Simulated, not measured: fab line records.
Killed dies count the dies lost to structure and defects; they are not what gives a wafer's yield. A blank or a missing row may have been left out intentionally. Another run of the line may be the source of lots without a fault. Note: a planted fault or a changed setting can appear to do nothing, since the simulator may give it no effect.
Which tool was responsible? | flow berkeley-cmos170 | 13 lots, 39 wafers sampled, at 4 steps of a route of 331

## WHAT THE GAUGES READ, wafer by wafer
UCB170_V2_THK_MEAS_04. Usual: for V2_POLISHED_THK the level is 1000.0 nm and the standard deviation is 1.2.
lot  | measured     | on            | V2_POLISHED_THK (nm) | flag
L838 | day 9 11:38  | film-metro-03 | 999.8 999.2 997.8    |
L839 | day 9 22:59  | film-metro-03 | 999.8 998.9 999.7    |
L840 | day 10 01:26 | film-metro-02 | 999.3 1000.1 999.7   |
L842 | day 10 13:56 | film-metro-04 | 998.8 998.4 1000.4   |
L843 | day 10 14:42 | film-metro-03 | 999.0 998.0 999.0    |
L845 | day 11 05:16 | film-metro-02 | 999.0 1001.6 1000.0  |
L847 | day 11 05:04 | film-metro-02 | 1000.8 1000.5 1000.4 |
L849 | day 11 20:48 | film-metro-04 | 1000.8 999.7 1001.1  |
L850 | day 12 03:06 | film-metro-04 | 998.4 998.2 999.6    |
L856 | day 12 20:05 | film-metro-02 | 1000.4 1000.3 998.4  |
L857 | day 12 21:20 | film-metro-02 | 999.6 999.2 1000.5   |
L858 | day 13 08:52 | film-metro-03 | 999.6 1001.8 1001.7  |
L860 | day 13 20:43 | film-metro-02 | 999.7 1000.7 999.6   |

UCB170_M3_OVL_MEAS_16. Usual: for M3_OVL the level is -3 nm and the standard deviation is 6.1.
lot  | measured     | on         | M3_OVL (nm) | flag
L838 | day 9 16:35  | overlay-01 | -12 -5 -6   |
L839 | day 10 08:05 | overlay-01 | -2 -2 6     |
L840 | day 10 08:49 | overlay-02 | -6 6 4      |
L842 | day 10 18:34 | overlay-01 | 2 -4 -6     |
L843 | day 10 20:02 | overlay-01 | 0 -12 -1    |
L845 | day 11 13:28 | overlay-02 | 11 15 0     |
L847 | day 11 12:37 | overlay-01 | 12 6 6      |
L849 | day 12 01:31 | overlay-01 | 3 -11 6     |
L850 | day 12 07:46 | overlay-01 | -9 -1 -10   |
L856 | day 13 02:44 | overlay-01 | 0 -9 -10    |
L857 | day 13 03:44 | overlay-01 | -15 -5 2    |
L858 | day 13 16:16 | overlay-01 | -1 -3 -12   |
L860 | day 14 03:20 | overlay-01 | -3 -2 1     |

## WHICH TOOL RAN EACH LOT (tool, then ch and the chambers of the sampled wafers, then the start)
lot  | UCB170_SPACER_ETCHBACK_03          | UCB170_M3_SPUTTER_01
L838 | rie-diel-02 ch 1,2,3, day 8 09:04  | pvd-sputter-03, day 9 13:58
L839 | rie-diel-03 ch 0,2,3, day 8 22:52  | pvd-sputter-02, day 10 02:05
L840 | rie-diel-02 ch 1,2,3, day 8 22:52  | pvd-sputter-03, day 10 04:09
L842 | rie-diel-02 ch 0,3, day 9 11:14    | pvd-sputter-04, day 10 15:44
L843 | rie-diel-01 ch 0,1,3, day 9 11:14  | pvd-sputter-04, day 10 16:49
L845 | rie-diel-02 ch 1,2, day 10 01:13   | pvd-sputter-03, day 11 08:10
L847 | rie-diel-01 ch 0,1,3, day 10 01:13 | pvd-sputter-02, day 11 07:26
L849 | rie-diel-03 ch 0,1,2, day 10 18:02 | pvd-sputter-02, day 11 23:22
L850 | rie-diel-02 ch 0,3, day 10 18:02   | pvd-sputter-02, day 12 04:54
L856 | rie-diel-01 ch 1,3, day 11 18:08   | pvd-sputter-03, day 12 22:46
L857 | rie-diel-03 ch 0,1,2, day 11 18:08 | pvd-sputter-02, day 13 00:09
L858 | rie-diel-01 ch 0,1,2, day 12 08:21 | pvd-sputter-04, day 13 10:38
L860 | rie-diel-03 ch 0,3, day 12 17:54   | pvd-sputter-04, day 13 23:43
- UCB170_SPACER_ETCHBACK_03: etches SiO2 in CHF3/CF4/Ar, stops on Si, target depth 376 nm, time 100 s.
- UCB170_M3_SPUTTER_01: material Al, target thk 900 nm, time 120 s.

## WHAT THE TOOLS THEMSELVES READ (means of the sampled wafers that have a number; where no wafer has one, the mark that the record gives instead)
UCB170_SPACER_ETCHBACK_03. Usual: CHF3_flow_sccm 49.99 sccm, standard deviation 0.14; drypump-motor-current-A 5.9 A, standard deviation 0.45; oes-product-au 0.908 a.u., standard deviation 0.016; throttle-valve-pct 6.47 %, standard deviation 0.1.
lot  | tool        | CHF3_flow_sccm (sccm) | drypump-motor-current-A (A) | oes-product-au (a.u.) | throttle-valve-pct (%) | flag
L838 | rie-diel-02 | 49.91                 | 6.2                         | 0.915                 | 6.46                   |
L839 | rie-diel-03 | 50.13                 | 5.8                         | 0.894                 | 6.39                   |
L840 | rie-diel-02 | 50.02                 | 6.1                         | 0.924                 | 6.47                   |
L842 | rie-diel-02 | 50.04                 | 5.4                         | 0.910                 | 6.49                   |
L843 | rie-diel-01 | 50.00                 | 5.9                         | 0.911                 | 6.49                   |
L845 | rie-diel-02 | 49.99                 | 6.4                         | 0.920                 | 6.45                   |
L847 | rie-diel-01 | 50.08                 | 5.9                         | 0.894                 | 6.48                   |
L849 | rie-diel-03 | 49.84                 | 5.9                         | 0.914                 | 6.41                   |
L850 | rie-diel-02 | 49.98                 | 5.2                         | 0.897                 | 6.49                   |
L856 | rie-diel-01 | 49.93                 | 5.9                         | 0.883                 | 6.38                   |
L857 | rie-diel-03 | 50.01                 | 5.9                         | 0.913                 | 6.43                   |
L858 | rie-diel-01 | 50.06                 | 6.1                         | 0.911                 | 6.54                   |
L860 | rie-diel-03 | 49.99                 | 5.6                         | 0.924                 | 6.36                   |

UCB170_M3_SPUTTER_01. Usual: cathode-dc-power-W 6000.1 W, standard deviation 1.1; throttle-valve-pct 29.8 %, standard deviation 0.92.
lot  | tool           | cathode-dc-power-W (W) | throttle-valve-pct (%) | flag
L838 | pvd-sputter-03 | 6000.4                 | 30.1                   |
L839 | pvd-sputter-02 | 6000.2                 | 29.5                   |
L840 | pvd-sputter-03 | 6000.0                 | 30.3                   |
L842 | pvd-sputter-04 | 5999.0                 | 29.9                   |
L843 | pvd-sputter-04 | 6000.8                 | 29.4                   |
L845 | pvd-sputter-03 | 6000.7                 | 29.7                   |
L847 | pvd-sputter-02 | 6000.8                 | 30.5                   |
L849 | pvd-sputter-02 | 5999.8                 | 29.5                   |
L850 | pvd-sputter-02 | 5998.9                 | 29.3                   |
L856 | pvd-sputter-03 | 6000.3                 | 30.2                   |
L857 | pvd-sputter-02 | 6000.8                 | 30.0                   |
L858 | pvd-sputter-04 | 5999.8                 | 29.9                   |
L860 | pvd-sputter-04 | 6000.7                 | 30.2                   |

## THE ANSWER, worked out from the rows above alone
Rule: lot off if the mean of its wafers having a number is beyond 3 standard deviations from the usual mean. Also off: a lot with no number at a reading for which 4 or more lots have one. Where the step has rows for the other lots, those lots are counted as sound. The gauges are gone through in route order, then the tools' own readings, and for those a lot's mean is taken as printed above. The first step at which some lot is off is used, and at that step the reading that is off furthest; a lot without a number counts as furthest.
None of the lots is off at any reading shown; this tells nothing.

## WHAT THE SIMULATOR HAD INSERTED
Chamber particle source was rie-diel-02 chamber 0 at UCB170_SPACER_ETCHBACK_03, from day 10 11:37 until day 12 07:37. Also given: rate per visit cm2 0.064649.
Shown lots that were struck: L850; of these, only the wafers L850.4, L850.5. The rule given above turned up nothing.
